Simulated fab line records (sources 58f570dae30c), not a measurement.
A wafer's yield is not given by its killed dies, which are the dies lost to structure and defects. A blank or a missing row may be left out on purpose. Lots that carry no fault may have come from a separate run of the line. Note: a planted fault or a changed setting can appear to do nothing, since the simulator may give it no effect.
Check for tools in common | flow berkeleyCmos170 | 15 lots, 45 wafers sampled

== WHAT PROMPTED THE OPENING ==
Of 15 lots, 3 have the reading NLDD_TW flagged at UCB170_NLDD_TW_MEAS_11. No-fault wafers: 2218, standard deviation 19.
Rule: a lot gets a flag if all its wafers with a number sit over 4 standard deviations from that mean, or if no wafer of it has a number. All remaining lots are regarded as sound.

lot  | measured     | on           | NLDD_TW, wafer by wafer | flag
L764 | day 7 17:38  | filmMetro-04 | 2254 2238 2237          | 
L766 | day 7 23:57  | filmMetro-01 | 2207 2204 2196          | 
L765 | day 8 00:20  | filmMetro-01 | 2183 2198 2210          | 
L769 | day 8 10:35  | filmMetro-02 | 2358 2346 2344          | FLAGGED
L767 | day 8 11:19  | filmMetro-04 | 2229 2230 2235          | 
L768 | day 8 11:34  | filmMetro-01 | 2321 2334 2331          | FLAGGED
L770 | day 8 11:52  | filmMetro-04 | 2237 2230 2237          | 
L772 | day 9 12:19  | filmMetro-04 | 2372 2383 2368          | FLAGGED
L778 | day 10 05:20 | filmMetro-01 | 2215 2208 2209          | 
L779 | day 10 15:05 | filmMetro-02 | 2193 2197 2190          | 
L781 | day 11 10:26 | filmMetro-01 | 2195 2180 2209          | 
L784 | day 11 11:19 | filmMetro-01 | 2209 2207 2193          | 
L785 | day 12 00:42 | filmMetro-02 | 2215 2220 2218          | 
L786 | day 12 01:10 | filmMetro-01 | 2206 2197 2211          | 
L787 | day 12 10:10 | filmMetro-04 | 2241 2244 2247          | 
On average the flagged lots' numbers are 2351, which is +133 against the usual, or +7 standard deviations.

== WHICH TOOL EACH LOT WENT THROUGH ==
2 process steps preceding the reading are held in the record, out of 331 steps in the route. In each cell: the tool, then ch and the chambers that the sampled wafers went through, then the start.
lot  | flag    | UCB170_ACTIVE_ETCH_15            | UCB170_NLDD_IMPLANT_08
L764 |         | rieDiel-03 ch 0,3, day 5 09:44   | implanter-04 ch 0, day 7 17:16
L766 |         | rieDiel-01 ch 1,2,3, day 5 18:53 | implanter-04 ch 0, day 7 23:34
L765 |         | rieDiel-04 ch 0,2,3, day 5 19:24 | implanter-03 ch 0, day 7 23:57
L769 | FLAGGED | rieDiel-04 ch 0,2,3, day 6 02:04 | implanter-04 ch 0, day 8 10:11
L767 |         | rieDiel-01 ch 2,3, day 6 01:37   | implanter-01 ch 0, day 8 10:55
L768 | FLAGGED | rieDiel-03 ch 0,3, day 6 01:54   | implanter-04 ch 0, day 8 11:12
L770 |         | rieDiel-04 ch 0,2,3, day 6 01:46 | implanter-03 ch 0, day 8 11:28
L772 | FLAGGED | rieDiel-04 ch 0,2, day 6 20:04   | implanter-04 ch 0, day 9 11:56
L778 |         | rieDiel-01 ch 2,3, day 7 05:53   | implanter-01 ch 0, day 10 04:56
L779 |         | rieDiel-01 ch 0,2,3, day 7 17:04 | implanter-01 ch 0, day 10 14:41
L781 |         | rieDiel-04 ch 2,3, day 8 06:54   | implanter-01 ch 0, day 11 10:02
L784 |         | rieDiel-03 ch 0,2,3, day 8 16:40 | implanter-03 ch 0, day 11 10:56
L785 |         | rieDiel-04 ch 1,3, day 9 07:11   | implanter-03 ch 0, day 12 00:20
L786 |         | rieDiel-03 ch 0,1,3, day 9 07:28 | implanter-01 ch 0, day 12 00:46
L787 |         | rieDiel-04 ch 0,1, day 9 21:02   | implanter-01 ch 0, day 12 09:46
What the steps here do:
- UCB170_ACTIVE_ETCH_15: etches Si3N4 in CH3F/Ar/O2, stops on SiO2, target depth 242 nm, time 151 s.
- UCB170_NLDD_IMPLANT_08
- UCB170_NLDD_TW_MEAS_11

== FLAGGED OVER TOTAL, TOOL BY TOOL (the gauges that took the reading come last) ==
step                   | tool         | lots run | flagged | share of the flagged lots | sound lots run after its first flagged lot
UCB170_ACTIVE_ETCH_15  | rieDiel-01   | 4        | 0       | none                      | -
UCB170_ACTIVE_ETCH_15  | rieDiel-03   | 4        | 1       | some                      | 2 (L784,L786)
UCB170_ACTIVE_ETCH_15  | rieDiel-04   | 7        | 2       | some                      | 3 (L781,L785,L787)
UCB170_NLDD_IMPLANT_08 | implanter-01 | 6        | 0       | none                      | -
UCB170_NLDD_IMPLANT_08 | implanter-03 | 4        | 0       | none                      | -
UCB170_NLDD_IMPLANT_08 | implanter-04 | 5        | 3       | all                       | 0
UCB170_NLDD_TW_MEAS_11 | filmMetro-01 | 7        | 1       | some                      | 4 (L778,L781,L784,L786)
UCB170_NLDD_TW_MEAS_11 | filmMetro-02 | 3        | 1       | some                      | 2 (L779,L785)
UCB170_NLDD_TW_MEAS_11 | filmMetro-04 | 5        | 1       | some                      | 1 (L787)

== WHAT IS ALLOWED BY THE TABLE ==
All flagged lots share 1 row of the table, namely implanter-04 at UCB170_NLDD_IMPLANT_08.
- implanter-04 at UCB170_NLDD_IMPLANT_08: 3 of its 5 lots flagged. Last sound lot L766 at day 7 23:34, first flagged lot L769 at day 8 10:11; a fault beginning in between fits. Its own readings lie more than 4 standard deviations out on every wafer of the flagged lots: doseIonsCm2, faradayCurrentUA.
Left over: one tool, implanter-04 at UCB170_NLDD_IMPLANT_08.

== WHAT THE SIMULATOR HAD PUT IN ==
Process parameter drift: implanter-04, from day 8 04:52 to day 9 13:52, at UCB170_NLDD_IMPLANT_08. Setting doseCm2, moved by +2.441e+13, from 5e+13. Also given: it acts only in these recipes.
Shown lots that were struck: L769, L768, L772. Same finding as the rule above.
